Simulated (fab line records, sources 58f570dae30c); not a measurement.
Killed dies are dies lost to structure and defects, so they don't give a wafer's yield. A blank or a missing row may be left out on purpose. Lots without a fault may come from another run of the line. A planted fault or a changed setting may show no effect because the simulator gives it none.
Which tool did it? | flow berkeley_cmos170 | 15 lots, 45 wafers sampled, at 1 step of a route of 331

WHAT THE GAUGES READ, wafer by wafer
The record holds no reading of a measuring or inspecting step that can be judged against a usual standard deviation.

WHICH TOOL RAN EACH LOT (tool, then ch and the chambers of the sampled wafers, then the start)
lot  | UCB170_PVT_PEB_04
L843 | litho_track-04 ch 0, day 6 11:31
L845 | litho_track-01 ch 0, day 6 21:34
L846 | litho_track-01 ch 0, day 6 21:50
L848 | litho_track-02 ch 0, day 7 07:21
L850 | litho_track-01 ch 0, day 7 17:16
L851 | litho_track-04 ch 0, day 8 08:47
L854 | litho_track-02, day 8 18:01
L853 | litho_track-02, day 8 18:20
L855 | litho_track-04, day 8 23:55
L856 | litho_track-02 ch 0, day 9 13:13
L860 | litho_track-04 ch 0, day 9 13:32
L859 | litho_track-04 ch 0, day 9 13:47
L862 | litho_track-02 ch 0, day 10 00:53
L864 | litho_track-04 ch 0, day 10 22:11
L865 | litho_track-04 ch 0, day 10 22:28
- UCB170_PVT_PEB_04

WHAT THE TOOLS THEMSELVES READ (means of the sampled wafers that have a number; where no wafer has one, the mark that the record gives instead)
UCB170_PVT_PEB_04. Usual: chill_plate_temp_C 23.03 C, standard deviation 0.12; exhaust_pa 45.3 Pa, standard deviation 0.88.
lot  | tool           | chill_plate_temp_C (C) | exhaust_pa (Pa) | flag
L843 | litho_track-04 | 22.97                  | 45.7            |
L845 | litho_track-01 | 23.09                  | 45.8            |
L846 | litho_track-01 | 23.12                  | 44.6            |
L848 | litho_track-02 | 23.10                  | 45.6            |
L850 | litho_track-01 | 23.10                  | 45.5            |
L851 | litho_track-04 | 22.90                  | 44.4            |
L854 | litho_track-02 | -                      | -               | OFF
L853 | litho_track-02 | -                      | -               | OFF
L855 | litho_track-04 | -                      | -               | OFF
L856 | litho_track-02 | 23.23                  | 45.7            |
L860 | litho_track-04 | 23.01                  | 43.9            |
L859 | litho_track-04 | 23.00                  | 45.3            |
L862 | litho_track-02 | 23.03                  | 45.9            |
L864 | litho_track-04 | 23.03                  | 45.4            |
L865 | litho_track-04 | 23.08                  | 44.5            |

THE ANSWER, worked out from the rows above alone
Rule: a lot is off if the mean of its wafers that have a number lies more than 3 standard deviations from the usual mean. A lot without any number at a reading at which 4 lots or more have one is off too. The other lots that the step has rows for count as sound. The gauges are gone through in route order, then the tools' own readings, and for those a lot's mean is taken as printed above. The first step at which some lot is off is used, and at that step the reading that is off furthest; a lot without a number counts as furthest.
Off: L854, L853, L855, at UCB170_PVT_PEB_04 (chill_plate_temp_C). Without a number there: L854, L853, L855.
A tool fits if, at that step or a process step before it, it ran every lot that is off, and no sound lot after the first of them. None of those tried fits.

WHAT THE SIMULATOR HAD PUT IN
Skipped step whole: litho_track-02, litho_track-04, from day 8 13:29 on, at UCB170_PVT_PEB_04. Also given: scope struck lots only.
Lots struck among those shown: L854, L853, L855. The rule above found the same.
